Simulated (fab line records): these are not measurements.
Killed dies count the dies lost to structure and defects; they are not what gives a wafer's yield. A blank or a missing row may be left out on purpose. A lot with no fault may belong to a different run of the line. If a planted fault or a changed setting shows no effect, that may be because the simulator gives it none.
What tool caused it?	flow rit_cmos	14 lots, 42 wafers sampled, at 3 steps of a route of 202

WHAT THE GAUGES READ, wafer by wafer
RIT_NWELL_TW_MEAS_10. Usual: for NWELL_TW the level is 2144 and the standard deviation is 16.
lot	measured	on	NWELL_TW	flag
L272	day 1 21:03	film_metro-01	2116 2108 2128	
L273	day 2 02:58	film_metro-02	2157 2150 2146	
L274	day 2 09:14	film_metro-03	2142 2142 2147	
L276	day 2 17:14	film_metro-03	2159 2149 2146	
L277	day 2 21:56	film_metro-01	2124 2121 2120	
L278	day 3 03:15	film_metro-02	2153 2157 2160	
L279	day 3 10:11	film_metro-01	2155 2151 2154	
L280	day 3 13:27	film_metro-02	2158 2151 2157	
L282	day 4 00:38	film_metro-01	2109 2123 2114	
L283	day 4 05:59	film_metro-01	2135 2145 2120	
L284	day 4 10:55	film_metro-03	2146 2148 2137	
L287	day 5 00:24	film_metro-03	2270 2267 2267	OFF
L289	day 5 13:53	film_metro-01	2143 2147 2149	
L290	day 5 20:47	film_metro-02	2259 2264 2264	OFF

RIT_WELLDRIVE_RS_MEAS_01: uses a four-point probe to measure. Usual: for NWELL_RS the level is 278.7 ohm/sq and the standard deviation is 0.81.
lot	measured	on	NWELL_RS (ohm/sq)	flag
L272	day 2 04:15	film_metro-03	278.0 278.8 278.8	
L273	day 2 09:47	film_metro-03	278.7 279.1 279.9	
L274	day 2 15:56	film_metro-02	278.8 279.8 279.7	
L276	day 3 00:14	film_metro-03	277.8 278.0 278.9	
L277	day 3 05:26	film_metro-01	277.9 278.0 278.0	
L278	day 3 10:28	film_metro-01	279.2 279.3 278.8	
L279	day 3 17:00	film_metro-01	277.6 277.7 277.7	
L280	day 3 22:07	film_metro-01	279.4 279.0 278.4	
L282	day 4 07:20	film_metro-01	278.4 277.9 279.4	
L283	day 4 12:41	film_metro-01	277.3 276.5 276.6	
L284	day 4 17:37	film_metro-01	277.2 278.2 278.5	
L287	day 5 07:38	film_metro-02	275.1 274.7 274.8	OFF
L289	day 5 21:31	film_metro-03	279.0 278.7 279.2	
L290	day 6 03:29	film_metro-01	275.1 275.3 275.2	OFF

WHAT TOOL EACH LOT RAN ON (gives the tool, then ch and the chambers of the sampled wafers, and finally the start)
lot	RIT_NWELL_IMPLANT_08
L272	implanter-03 ch 0, day 1 20:44
L273	implanter-03 ch 0, day 2 02:39
L274	implanter-01 ch 0, day 2 08:55
L276	implanter-01 ch 0, day 2 16:55
L277	implanter-03 ch 0, day 2 21:36
L278	implanter-03 ch 0, day 3 02:57
L279	implanter-01 ch 0, day 3 09:52
L280	implanter-04 ch 0, day 3 13:08
L282	implanter-04 ch 0, day 4 00:19
L283	implanter-01 ch 0, day 4 05:40
L284	implanter-01 ch 0, day 4 10:35
L287	implanter-01 ch 0, day 5 00:04
L289	implanter-03 ch 0, day 5 13:34
L290	implanter-01 ch 0, day 5 20:28
- RIT_NWELL_IMPLANT_08

AS READ BY THE TOOLS THEMSELVES (means over the sampled wafers that have a number; for cases with no such wafer, the mark the record gives instead)
RIT_NWELL_IMPLANT_08. Usual: 170.00 for beam_energy_keV, sd 0.047.
lot	tool	beam_energy_keV	flag
L272	implanter-03	169.97	
L273	implanter-03	169.92	
L274	implanter-01	170.05	
L276	implanter-01	170.03	
L277	implanter-03	170.01	
L278	implanter-03	170.04	
L279	implanter-01	169.99	
L280	implanter-04	170.03	
L282	implanter-04	169.95	
L283	implanter-01	169.97	
L284	implanter-01	170.04	
L287	implanter-01	214.24	OFF
L289	implanter-03	170.02	
L290	implanter-01	214.17	OFF

THE ANSWER, worked out from the rows above alone
Rule: a lot is off if the mean of its wafers that have a number lies more than 3 standard deviations from the usual mean. A lot without any number at a reading at which 4 lots or more have one is off too. Where the step has rows for the other lots, those lots are counted as sound. Order of review: gauges by route order, followed by the tools' own readings, for which a lot's mean as printed above is used. At the first step where some lot is off, the reading lying furthest off is the one used; lots without a number count as furthest.
Off: at RIT_NWELL_TW_MEAS_10 (NWELL_TW), L287, L290.
A tool fits if, at a process step before that reading, it ran every lot that is off, and no sound lot after the first of them. Not tried: the gauges at RIT_NWELL_TW_MEAS_10; whatever is off there is also off at RIT_NWELL_IMPLANT_08, on other tools, and gauge error can't account for it. One fits: RIT_NWELL_IMPLANT_08 on implanter-01. A fault onset in the window from L284 (day 4 10:35, its last sound lot) to L287 (day 5 00:04, its first lot off) fits.
The tool's own readings at RIT_NWELL_IMPLANT_08 bear it out: on the lots that are off they differ by more than 5 times the standard deviation of the sound lots' means. beam_energy_keV reads 214.20 there against 170.00 on the sound lots.

WHAT WAS PUT IN BY THE SIMULATOR
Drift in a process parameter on implanter-01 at RIT_NWELL_IMPLANT_08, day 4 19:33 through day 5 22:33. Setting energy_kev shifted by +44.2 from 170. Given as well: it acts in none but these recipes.
Lots struck among those shown: L287, L290. The same result came from the rule above.
